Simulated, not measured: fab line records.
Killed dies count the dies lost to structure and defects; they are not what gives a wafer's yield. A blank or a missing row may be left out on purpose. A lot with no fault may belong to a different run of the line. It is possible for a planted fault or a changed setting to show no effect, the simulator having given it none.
What tool caused it? -- flow ritCmos -- 42 wafers from 14 lots sampled at 4 of the route's 202 steps

WHAT THE GAUGES READ, wafer by wafer
RIT_GATE_OVL_MEAS_17.
lot,measured,on,GATE_OVL (nm)
L541,day 3 06:07,overlay-02,-2.9 -3.9 -3.5
L546,day 4 14:47,overlay-01,0.3 1.8 0.7
L547,day 4 14:53,overlay-02,0.7 0.0 -1.1
L548,day 4 21:43,overlay-01,-1.5 -0.1 0.6
L552,day 5 17:04,overlay-01,0.1 -0.3 -0.6
L551,day 5 17:19,overlay-01,-4.0 -2.2 -2.7
L555,day 6 03:38,overlay-02,-1.2 -0.8 -1.5
L554,day 6 03:55,overlay-01,-0.8 -0.9 -1.3
L553,day 6 03:55,overlay-02,-1.0 -2.4 -1.4
L559,day 6 18:25,overlay-02,-2.3 -1.3 -2.3
L560,day 6 21:37,overlay-02,-1.5 -1.1 -1.1
L561,day 7 02:05,overlay-02,0.9 1.8 0.1
L563,day 7 11:02,overlay-02,-0.7 -1.5 0.6
L564,day 7 12:55,overlay-02,-2.0 -2.1 -1.1

RIT_NLDD_OVL_MEAS_06.
lot,measured,on,NLDD_OVL (nm)
L541,day 3 11:46,overlay-02,-1.3 0.1 -0.1
L546,day 4 22:22,overlay-01,-3.6 -3.4 -1.5
L547,day 4 19:36,overlay-02,-3.8 -2.5 -0.8
L548,day 5 02:45,overlay-01,2.3 0.7 2.2
L552,day 5 23:58,overlay-02,0.4 -0.8 -0.4
L551,day 5 23:51,overlay-01,-2.6 -3.5 -3.0
L555,day 6 09:05,overlay-02,2.5 1.5 1.1
L554,day 6 11:46,overlay-01,-2.6 -1.1 -0.5
L553,day 6 09:11,overlay-01,1.1 0.9 1.4
L559,day 6 22:58,overlay-02,-0.7 -0.2 -0.5
L560,day 7 03:16,overlay-02,-1.2 -1.6 -2.3
L561,day 7 07:34,overlay-01,1.3 1.8 1.7
L563,day 7 15:35,overlay-01,1.2 0.9 -0.3
L564,day 7 17:57,overlay-02,0.9 1.3 1.6

RIT_PLDD_OVL_MEAS_06.
lot,measured,on,PLDD_OVL (nm)
L541,day 3 13:11,overlay-02,-1.8 -1.9 -2.3
L546,day 4 23:47,overlay-02,-1.0 -0.5 -0.4
L547,day 4 21:01,overlay-02,1.8 -0.5 1.5
L548,day 5 04:49,overlay-01,-2.8 -3.5 -2.8
L552,day 6 01:47,overlay-02,0.0 0.2 1.3
L551,day 6 01:30,overlay-01,-0.1 -0.5 0.1
L555,day 6 10:57,overlay-02,-2.5 -2.1 -1.7
L554,day 6 13:26,overlay-01,-0.3 -0.8 -1.6
L553,day 6 10:56,overlay-01,-0.9 -1.3 -1.3
L559,day 7 00:41,overlay-01,-3.9 -2.8 -1.3
L560,day 7 04:48,overlay-01,-2.9 -4.5 -2.3
L561,day 7 09:14,overlay-02,0.2 -0.3 1.0
L563,day 7 17:00,overlay-02,-2.2 -0.8 -0.6
L564,day 7 19:22,overlay-01,0.8 -0.2 -0.9

WHICH TOOL RAN EACH LOT (tool, then ch and the chambers of the sampled wafers, then the start)
lot,RIT_PLDD_PEB_04
L541,"lithoTrack-02 ch 0, day 3 12:55"
L546,"lithoTrack-01 ch 0, day 4 23:33"
L547,"lithoTrack-01 ch 0, day 4 20:45"
L548,"lithoTrack-01 ch 0, day 5 04:32"
L552,"lithoTrack-03 ch 0, day 6 01:29"
L551,"lithoTrack-02 ch 0, day 6 01:13"
L555,"lithoTrack-01 ch 0, day 6 10:42"
L554,"lithoTrack-02 ch 0, day 6 13:08"
L553,"lithoTrack-02 ch 0, day 6 10:39"
L559,"lithoTrack-01, day 7 00:26"
L560,"lithoTrack-02, day 7 04:34"
L561,"lithoTrack-03 ch 0, day 7 09:00"
L563,"lithoTrack-03 ch 0, day 7 16:46"
L564,"lithoTrack-02 ch 0, day 7 19:05"
- RIT_PLDD_PEB_04

AS READ BY THE TOOLS THEMSELVES (means over the sampled wafers that have a number; for cases with no such wafer, the mark the record gives instead)
RIT_PLDD_PEB_04.
lot,tool,exhaustPa (Pa)
L541,lithoTrack-02,44.9
L546,lithoTrack-01,45.8
L547,lithoTrack-01,44.4
L548,lithoTrack-01,44.9
L552,lithoTrack-03,44.5
L551,lithoTrack-02,45.6
L555,lithoTrack-01,44.6
L554,lithoTrack-02,44.4
L553,lithoTrack-02,45.9
L559,lithoTrack-01,-
L560,lithoTrack-02,-
L561,lithoTrack-03,44.6
L563,lithoTrack-03,45.7
L564,lithoTrack-02,46.2

THE ANSWER, worked out from the rows above alone
Rule: what is usual is taken from the lots themselves. Put in order of their means at a reading, lots are off if they are a third of the lots or fewer, leave a main group of 4 or more, and stand apart from it by a gap of 3 or more times the standard deviation of the main group's means; of several such gaps the widest counts. If all means in a main group match to the digits the tables above print for the reading, that group is not used. Also off: a lot with no number at a reading for which 4 or more lots have one. The other lots that the step has rows for count as sound. The gauges are gone through in route order, then the tools' own readings, and for those a lot's mean is taken as printed above. At the first step where some lot is off, the reading lying furthest off is the one used; lots without a number count as furthest.
Off: L559, L560, at RIT_PLDD_PEB_04 (exhaustPa). Without a number there: L559, L560. The main group has a mean of 45.1 Pa with a standard deviation of 0.64.
If a tool, at that step or one of the process steps before it, ran each lot that is off and ran no sound lot following the first of them, it fits. No candidate that was tried fits.

WHAT WAS PUT IN BY THE SIMULATOR
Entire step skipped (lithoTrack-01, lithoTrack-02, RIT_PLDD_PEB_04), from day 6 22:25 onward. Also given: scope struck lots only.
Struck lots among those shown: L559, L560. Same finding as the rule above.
